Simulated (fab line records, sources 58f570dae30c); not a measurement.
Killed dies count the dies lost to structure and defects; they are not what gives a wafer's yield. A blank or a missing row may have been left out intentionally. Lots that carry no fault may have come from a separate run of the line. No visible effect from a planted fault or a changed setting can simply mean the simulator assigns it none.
fab line records ; flow berkeleyCmos170
record lots=5; wafers=23
route steps=331 shown M3@314
startH: hours from the record's opening day to when the first of the lot's shown wafers began ; waitH: how many hours have passed since the lot's step before this one ; " as in the row above ; L1.1+2: one row covering several wafers at once ; - no value present, or no start provided ; * or withheld: withheld ; < > ~ a bound
route shown NAME@n: NAME is a module with steps in the file, n the number in the route of the first one ; usual: the fault-free wafers' mean and standard deviation ; same: alike in all rows ; chamber/n: place in a boat ; sites: per-site readings ; _std_site: standard deviation across them ; _edge_site: inner sites' mean taken away from outer sites' mean ; radiusMm: how far each site lies from the wafer's centre ; mask NAME#n: copy n ; behind: tool/chamber where the wafer was last shaped ; hold: cause of the lot's hold/its duration in hours/its outcome ; device: transistor that didn't switch, given as n, p or np ; end of line: the same wafers' tests at the end of the route ; a step with no rows: only its recipe ; killed: dies lost to structure and defects at the first sort, not the wafer's yield ; map: a wafer's dies, x killed, . not, _ none there
set.NAME: the run value of the setting; set.NAME@STEP: its run value at that earlier step ; model.NAME: the simulator's own value behind a step, which no gauge read
lots whose settings were changed on purpose; a table a step, a row a wafer
## steps
# step UCB170_M3_COAT_05
# recipe resist=KrF; spinRpm=1500; resistThkNm=900
lot.wafer;tool;chamber;startH;waitH;set.spinRpm;model.KrF_of_M3_COAT_05.thkNm
L074.1;lithoTrack-03;0;189.26;0.1;1567;882.4
L074.2;lithoTrack-03;0;189.26;0.1;1500;906
L074.4;lithoTrack-03;0;189.26;0.1;1567;884.3
L074.5;lithoTrack-03;0;189.26;0.1;1500;903.5
L074.6;lithoTrack-03;0;189.26;0.1;1500;904
L075.1;lithoTrack-01;0;190.10;0.1;1500;896.1
L075.2;lithoTrack-01;0;190.10;0.1;1500;895.9
L075.3;lithoTrack-01;0;190.10;0.1;1500;894.7
L081.1+2;lithoTrack-04;0;223.65;0.1;1500;899.8
L081.4;lithoTrack-04;0;223.65;0.1;1500;899.9
L081.5;lithoTrack-04;0;223.65;0.1;1500;899.1
L081.6;lithoTrack-04;0;223.65;0.1;1500;900.9
L080.1;lithoTrack-01;0;227.54;0.1;1500;906.8
L080.2+5;lithoTrack-01;0;227.54;0.1;1500;902.9
L080.3;lithoTrack-01;0;227.54;0.1;1531;896.3
L080.4;lithoTrack-01;0;227.54;0.1;1531;895.1
L082.1;lithoTrack-01;0;246.61;0.1;1453;918.6
L082.2;lithoTrack-01;0;246.61;0.1;1500;902.6
L082.3;lithoTrack-01;0;246.61;0.1;1453;917.7
L082.4;lithoTrack-01;0;246.61;0.1;1500;903.2
L082.6;lithoTrack-01;0;246.61;0.1;1453;919.7
# step UCB170_M3_SOFTBAKE_06
# recipe resist=KrF; tempC=130; timeS=60
# step UCB170_M3_STRIP_07
# recipe chemistry=O2; powerW=400; pressureMtorr=3500; platenTempC=withheld; o2FlowSccm=400; overashFraction=0.5
# usual stripTimeToEndpointS=22.00/0.066
lot.wafer;tool;chamber;startH;waitH;set.spinRpm@M3_COAT_05;stripTimeToEndpointS
L074.1;plasmaAsher-02;1;189.56;0.1;1567;21.55
L074.2;plasmaAsher-02;0;189.56;0.1;1500;22.11
L074.4;plasmaAsher-02;1;189.56;0.1;1567;21.59
L074.5;plasmaAsher-02;1;189.56;0.1;1500;22.04
L074.6;plasmaAsher-02;0;189.56;0.1;1500;22.08
L075.1;plasmaAsher-02;0;190.40;0.1;1500;21.88
L075.2;plasmaAsher-02;1;190.40;0.1;1500;21.89
L075.3;plasmaAsher-02;1;190.40;0.1;1500;21.82
L081.1;plasmaAsher-03;1;223.95;0.1;1500;21.98
L081.2;plasmaAsher-03;0;223.95;0.1;1500;21.97
L081.4;plasmaAsher-03;0;223.95;0.1;1500;21.96
L081.5;plasmaAsher-03;0;223.95;0.1;1500;21.96
L081.6;plasmaAsher-03;1;223.95;0.1;1500;21.98
L080.1;plasmaAsher-02;1;227.84;0.1;1500;22.14
L080.2;plasmaAsher-02;0;227.84;0.1;1500;22.03
L080.3;plasmaAsher-02;0;227.84;0.1;1531;21.87
L080.4;plasmaAsher-02;1;227.84;0.1;1531;21.85
L080.5;plasmaAsher-02;1;227.84;0.1;1500;22.04
L082.1;plasmaAsher-04;1;246.91;0.1;1453;22.42
L082.2;plasmaAsher-04;0;246.91;0.1;1500;22.04
L082.3;plasmaAsher-04;0;246.91;0.1;1453;22.39
L082.4;plasmaAsher-04;1;246.91;0.1;1500;22.04
L082.6;plasmaAsher-04;0;246.91;0.1;1453;22.44
## key
split step=UCB170_M3_COAT_05; setting=spinRpm; stated=1500; by=wafer
response step=UCB170_M3_COAT_05; reading=model.KrF_of_M3_COAT_05.thkNm; change=-4.73; per=1%; r=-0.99
response step=UCB170_M3_STRIP_07; reading=stripTimeToEndpointS; change=*; per=1%; r=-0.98
